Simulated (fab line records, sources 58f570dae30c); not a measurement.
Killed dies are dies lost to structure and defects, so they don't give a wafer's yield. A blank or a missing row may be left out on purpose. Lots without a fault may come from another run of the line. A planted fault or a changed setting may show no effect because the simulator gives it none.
A struck lot beside a sound one | flow berkeley_cmos170 | 14 steps out of a route of 331
Sound: wafers L709.1, L709.3, L709.5. Struck: wafers L703.1, L703.2, L703.3. The cause comes at the end.
At each step with rows: each side's tool, then ch and its chambers, then its first start. Under that, the readings that differ: sound wafers | struck wafers | difference of the means | sigmas: that difference in standard deviations of wafers without a fault.
alike: readings whose means differ by less than 2 such deviations, and words and numbers that are the same on both sides. not compared: withheld readings, readings that some wafer has no value for, bounds like >300 that may hide the same value, and numbers for which the record gives no deviation and whose values overlap.
The two part at a step that has a row with sigmas, a row that says differs or no value, or rows on one side only. Numbers that don't overlap but have no deviation are shown without sigmas and don't part them. A reading that every wafer of one side lacks parts them only if that side has two wafers or more.

first, 1 step without rows for these wafers: UCB170_GATE_WET_ETCH_00 (etches SiO2 in dHF, time 200 s).
UCB170_FIELD_THK_MEAS_91:
  sound on film_metro-01, day 11 02:50; struck on film_metro-01, day 9 12:45
  alike: FIELD_OXIDE_LEFT_2_THK
then, 1 step without rows for these wafers: UCB170_GATE_OXIDATION_01 (target thk 6.6 nm, ox time 1800 s).
UCB170_GATE_THK_MEAS_02:
  sound on film_metro-03, day 11 07:34; struck on film_metro-02, day 9 19:42
  alike: GATE_OXIDE_THK
then, 2 steps without rows for these wafers: UCB170_GATE_ANNEAL_03 (time 1800 s); UCB170_GATE_CVD_04 (deposits poly-Si from SiH4, time 1440 s, target thk 214 nm).
UCB170_GATE_THK_MEAS_05:
  sound on film_metro-03, day 11 13:26; struck on film_metro-03, day 10 02:51
  alike: GATE_POLY_THK
then, 5 steps without rows for these wafers: UCB170_GATE_COAT_06; UCB170_GATE_COAT_07 (resist thk 900 nm); UCB170_GATE_SOFTBAKE_08 (time 60 s); UCB170_GATE_EXPOSE_09 (exposes mask POLY, target cd 350 nm); UCB170_GATE_PEB_10.
UCB170_GATE_DEVELOP_11: develop time 45 s.
  sound on litho_track-04 ch 0, day 11 14:00; struck on litho_track-02, day 10 03:00
  no value came back on the struck wafers for chill_plate_temp_C (C), develop_time_s (s); on the sound wafers chill_plate_temp_C (C) reads 23.06 22.93 22.99
  reading                               | sound             | struck          | difference | sigmas
  model.KrF_of_GATE_COAT_07.thk_nm (nm) | 889.8 888.5 888.6 | 900 899.8 898.3 | +10        |
UCB170_GATE_CD_MEAS_12: target cd 350 nm.
  sound on cd_sem-01, day 11 14:31; struck on cd_sem-01, day 10 03:55
  reading    | sound             | struck | difference                    | sigmas
  cd_nm (nm) | 350.8 348.8 350.3 | - - -  | no value on the struck wafers |

WHERE THEY PART
First at UCB170_GATE_DEVELOP_11; last, within this record, at UCB170_GATE_CD_MEAS_12.

WHY: what the simulator had put in
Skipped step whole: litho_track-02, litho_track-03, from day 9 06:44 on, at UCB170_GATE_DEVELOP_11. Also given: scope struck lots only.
